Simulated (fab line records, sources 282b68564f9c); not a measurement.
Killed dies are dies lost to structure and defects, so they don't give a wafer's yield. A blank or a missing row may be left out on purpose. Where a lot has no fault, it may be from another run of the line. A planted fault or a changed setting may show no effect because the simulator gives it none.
Struck lot and sound lot, side by side | flow rit cmos | 21 out of 202 route steps
Sound: the wafers L803.3, L803.5, L803.6. The struck wafers were L815.1, L815.3, L815.6. At the end, the cause is stated.
Order at every step that has rows: each side's tool, ch and its chambers, its first start. Under that, the readings that differ: sound wafers | struck wafers | difference of the means | sigmas: that difference in standard deviations of wafers without a fault.
alike: readings with means less than 2 such deviations apart, plus words and numbers identical on both sides. not compared: withheld readings, readings lacking a value on some wafer, bounds such as >300 that could conceal the same value, and numbers that have no deviation in the record and whose values overlap.
The two part at a step that has a row with sigmas, a row that says differs or no value, or rows on one side only. Non-overlapping numbers with no deviation appear without sigmas and do not part them. A reading missing from all wafers of one side parts the sides only when that side holds two or more wafers.

first, 1 step without rows for these wafers: RIT_CONTACT_HARDBAKE_10 (time 60 s).
RIT_CONTACT_ETCH_11: etches SiO2 in CHF3/CF4/Ar, stops on TiSi2, target depth 480 nm, time 320 s.
  sound on rie diel-01 ch 0,1, day 3 08:15; struck on rie diel-04 ch 1,2,3, day 6 06:47
  alike: drypump motor current A, oes product au, throttle valve pct
  not compared: rf hours counter h
RIT_CONTACT_STRIP_12: strips in O2, time 180 s.
  sound on plasma asher-02 ch 0,1, day 3 08:30; struck on plasma asher-03 ch 0,1, day 6 06:59
  alike: drypump motor current A
  not compared: rf hours counter h
RIT_CONTACT_CD_MEAS_90: the cd target is 1000 nm.
  sound on cd sem-01, day 3 08:40; struck on cd sem-01, day 6 07:10
  alike: cd nm
then, 2 steps without rows for these wafers: RIT_CONTACT_CLEAN_13 (cleans in SC1, time 600 s); RIT_CONTACT_CLEAN_14 (cleans in SC2, time 600 s).
RIT_M1_SPUTTER_00: material Al, target thk 400 nm, time 500 s.
  sound on pvd sputter-03, day 3 09:05; struck on pvd sputter-03, day 6 07:40
  alike: cathode dc power W, throttle valve pct
RIT_M1_RS_MEAS_01: measurement is done with a four-point probe.
  sound on film metro-02, day 3 09:25; struck on film metro-02, day 6 07:58
  alike: M1_AL_RS
RIT_M1_THK_MEAS_02: measures by xrf.
  sound on film metro-02, day 3 09:31; struck on film metro-02, day 6 08:05
  alike: M1_AL_THK
then, 3 steps without rows for these wafers: RIT_M1_HMDS_03 (prime time 60 s); RIT_M1_COAT_04 (resist thk 1300 nm); RIT_M1_SOFTBAKE_05 (time 60 s).
RIT_M1_EXPOSE_06: exposes mask M12, target cd 2600 nm.
  sound on iline stepper-01 ch 0, day 3 10:08; struck on iline stepper-02 ch 0, day 6 08:35
  reading | sound             | struck                     | difference | sigmas
  mask    | M12#0 M12#0 M12#0 | M12_R1#0 M12_R1#0 M12_R1#0 | differs    |
  alike: reticle temp C
then, 2 steps without rows for these wafers: RIT_M1_PEB_07; RIT_M1_DEVELOP_08 (develop time 68 s).
RIT_M1_CD_MEAS_09: the cd target is 2600 nm.
  sound on cd sem-01, day 3 10:35; struck on cd sem-02, day 6 09:01
  reading    | sound                | struck               | difference | sigmas
  cd nm (nm) | 2601.3 2602.4 2603.8 | 2253.8 2252.5 2253.6 | -349.2     | -99 or more
RIT_M1_OVL_MEAS_10:
  sound on overlay-02, day 3 10:40; struck on overlay-02, day 6 09:08
  alike: M1_OVL
then, 1 step without rows for these wafers: RIT_M1_HARDBAKE_11 (time 120 s).
RIT_M1_METAL_ETCH_12: etches Al in Cl2/BCl3, stops on SiO2, time 165 s, target depth 600 nm.
  sound on rie metal-04 ch 0,1, day 3 11:01; struck on rie metal-04 ch 0,1, day 6 09:26
  reading             | sound          | struck         | difference | sigmas
  model.M1.cd nm (nm) | 2599 2598 2606 | 2256 2252 2254 | -347       |
  alike: drypump motor current A, mfc cl2 sccm, oes product au, throttle valve pct
  not compared: rf hours counter h
then, 1 step without rows for these wafers: RIT_M1_STRIP_13 (strips in nmp, time 600 s).
RIT_M1_PROBE_99:
  sound on prober-01, day 3 13:34; struck on prober-01, day 6 11:41
  reading                                    | sound                | struck               | difference | sigmas
  defect limited yield (%)                   | 98.5 98.1 97.7       | 88.6 86.0 87.5       | -10.7      | -11
  killed_at_M0_to_M3                         | 0 0 0                | 19 28 24             | +24        | +99 or more
  killed dies                                | 4 5 6                | 30 37 33             | +28        | +10
  sort_bin_5_function (%)                    | 0.4 1.5 1.9          | 9.1 13.3 11.7        | +10.1      | +12
  sort n pass                                | 260.0 259.0 258.0    | 234.0 227.0 231.0    | -28.3      | -10
  sort yield pct (%)                         | 98.5 98.1 97.7       | 88.6 86.0 87.5       | -10.7      | -11
  model.etest.m1.width nm (nm)               | 2600 2602 2609       | 2257 2252 2258       | -348       |
  model.etest.tester.sort n pass             | 260 259 258          | 234 227 231          | -28        |
  model.etest.tester.sort_bin_5_pct (%)      | 0.3788 1.515 1.894   | 9.091 13.26 11.74    | +10.101    |
  model.etest.tester.sort yield pct (%)      | 98.48 98.11 97.73    | 88.64 85.98 87.5     | -10.73     |
  model.etest.nmos_0p15.junction log10 a um  | -13.6 -13.61 -13.57  | -12.01 -12.03 -12.16 | +1.53      |
  model.etest.nmos narrow.off log10 a um     | -13.34 -13.24 -13.25 | -11.99 -12.02 -12.14 | +1.23      |
  model.etest.gate end array.leak log10 a um | -12.94 -12.96 -12.79 | -11.76 -11.83 -11.86 | +1.08      |
  model.etest.nmos_0p3.off log10 a um        | -13.17 -13.21 -12.98 | -11.99 -12.01 -12.11 | +1.08      |
  alike: killed at contacts, killed at front end, killed open, killed short, sort_bin_3_pad_short, sort_bin_6_memory

WHERE THEY PART
Earliest at RIT_M1_EXPOSE_06; latest, in this record, at RIT_M1_PROBE_99.

WHY: what had been put in by the simulator
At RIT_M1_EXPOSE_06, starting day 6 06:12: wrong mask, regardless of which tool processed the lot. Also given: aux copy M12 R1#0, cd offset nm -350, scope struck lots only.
